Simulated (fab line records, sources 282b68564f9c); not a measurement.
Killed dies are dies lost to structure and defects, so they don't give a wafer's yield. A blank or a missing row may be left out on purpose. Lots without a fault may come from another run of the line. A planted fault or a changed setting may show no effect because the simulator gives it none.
A struck lot beside a sound one | flow rit_cmos | 16 steps out of a route of 202
Sound: wafers L125.2, L125.3, L125.5. Struck: wafers L134.1, L134.5. (L134.2 of the same lot was not struck and is left out.) The cause comes at the end.
At each step with rows: each side's tool, then ch and its chambers, then its first start. Under that, the readings that differ: sound wafers | struck wafers | difference of the means | sigmas: that difference in standard deviations of wafers without a fault.
alike: readings whose means differ by less than 2 such deviations, and words and numbers that are the same on both sides. not compared: withheld readings, readings that some wafer has no value for, bounds like >300 that may hide the same value, and numbers for which the record gives no deviation and whose values overlap.
The two part at a step that has a row with sigmas, a row that says differs or no value, or rows on one side only. Numbers that don't overlap but have no deviation are shown without sigmas and don't part them. A reading that every wafer of one side lacks parts them only if that side has two wafers or more.

first, 1 step without rows for these wafers: RIT_PSD_IMPLANT_08.
RIT_PSD_STRIP_09: strips in O2, time 180 s.
  sound on plasma_asher-01 ch 0,1, day 3 04:33; struck on plasma_asher-04 ch 1, day 5 02:59
  alike: drypump_motor_current_A
  not compared: rf_hours_counter_h
RIT_PSD_TW_MEAS_10:
  sound on film_metro-02, day 3 04:44; struck on film_metro-03, day 5 03:10
  alike: PSD_TW
then, 3 steps without rows for these wafers: RIT_SDANNEAL_CLEAN_00 (cleans in SC1, time 600 s); RIT_SDANNEAL_CLEAN_01 (cleans in dHF, time 29.45 s); RIT_SDANNEAL_CLEAN_02 (cleans in SC2, time 600 s).
RIT_SDANNEAL_RTA_03: time 5 s.
  sound on rtp_anneal-01 ch 0, day 3 05:11; struck on rtp_anneal-02 ch 0, day 5 03:35
  alike: wafer_temp_C_max
RIT_SDANNEAL_RS_MEAS_04: measures by four-point-probe.
  sound on film_metro-03, day 3 05:15; struck on film_metro-03, day 5 03:38
  alike: PSD_RS
RIT_SDANNEAL_RS_MEAS_05: measures by four-point-probe.
  sound on film_metro-03, day 3 05:22; struck on film_metro-03, day 5 03:46
  alike: NSD_RS
RIT_SDANNEAL_RS_MEAS_06: measures by four-point-probe.
  sound on film_metro-03, day 3 05:29; struck on film_metro-03, day 5 03:53
  alike: PLDD_RS
RIT_SDANNEAL_RS_MEAS_07: measures by four-point-probe.
  sound on film_metro-03, day 3 05:37; struck on film_metro-03, day 5 04:00
  alike: NLDD_RS
then, 1 step without rows for these wafers: RIT_SILICIDE_WET_ETCH_00 (etches SiO2 in BOE, target depth 14 nm, time 15 s).
RIT_SILICIDE_SPUTTER_01: material Ti, target thk 30 nm, time 240 s.
  sound on pvd_sputter-01, day 3 05:43; struck on pvd_sputter-03, day 5 04:08
  reading                                     | sound                | struck        | difference | sigmas
  cathode_dc_power_W (W)                      | 349.88 350.01 350.03 | 331.75 331.78 | -18.21     | -99 or more
  throttle_valve_pct (%)                      | 31.2 31.2 31.4       | 29.0 28.9     | -2.3       | -3
  model.Ti_of_SILICIDE_SPUTTER_01.thk_nm (nm) | 29.66 29.75 29.62    | 29.12 28.97   | -0.63      |
RIT_SILICIDE_RS_MEAS_02: measures by four-point-probe.
  sound on film_metro-03, day 3 05:53; struck on film_metro-01, day 5 04:17
  alike: SILICIDE_TI_RS
RIT_SILICIDE_THK_MEAS_03: measures by xrf.
  sound on film_metro-03, day 3 06:00; struck on film_metro-01, day 5 04:25
  alike: SILICIDE_TI_THK
RIT_M1_PROBE_99:
  sound on prober-01, day 3 12:52; struck on prober-01, day 5 10:57
  reading                              | sound             | struck      | difference | sigmas
  model.etest.contact_pplus.end_ohm_um | 41.83 42.18 42.65 | 43.83 44.06 | +1.73      |
  model.etest.contact_nplus.end_ohm_um | 40.74 40.57 41.3  | 40.49 39.5  | -0.87      |
  model.etest.npoly_line.rs_ohm_sq     | 17.1 17.22 17.22  | 17.42 17.4  | +0.23      |
  model.etest.ppoly_line.rs_ohm_sq     | 16.63 16.71 16.7  | 16.72 16.81 | +0.09      |
  model.etest.npoly_sal.rs_ohm_sq      | 4.394 4.396 4.403 | 4.479 4.52  | +0.102     |
  model.etest.ppoly_sal.rs_ohm_sq      | 4.366 4.348 4.37  | 4.409 4.447 | +0.067     |
  model.etest.pplus_sal.rs_ohm_sq      | 4.366 4.363 4.34  | 4.413 4.464 | +0.082     |
  model.etest.nplus_sal.rs_ohm_sq      | 4.355 4.37 4.343  | 4.409 4.45  | +0.074     |
  alike: killed_at_contacts, killed_at_front_end, killed_dies, killed_open, killed_short

WHERE THEY PART
Only at RIT_SILICIDE_SPUTTER_01, within this record. Later steps at which nothing parts them and some readings are alike: RIT_SILICIDE_RS_MEAS_02, RIT_SILICIDE_THK_MEAS_03, RIT_M1_PROBE_99.

WHY: what the simulator had put in
Process parameter drift: pvd_sputter-03, from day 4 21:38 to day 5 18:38, at RIT_SILICIDE_SPUTTER_01. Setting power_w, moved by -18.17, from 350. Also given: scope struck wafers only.
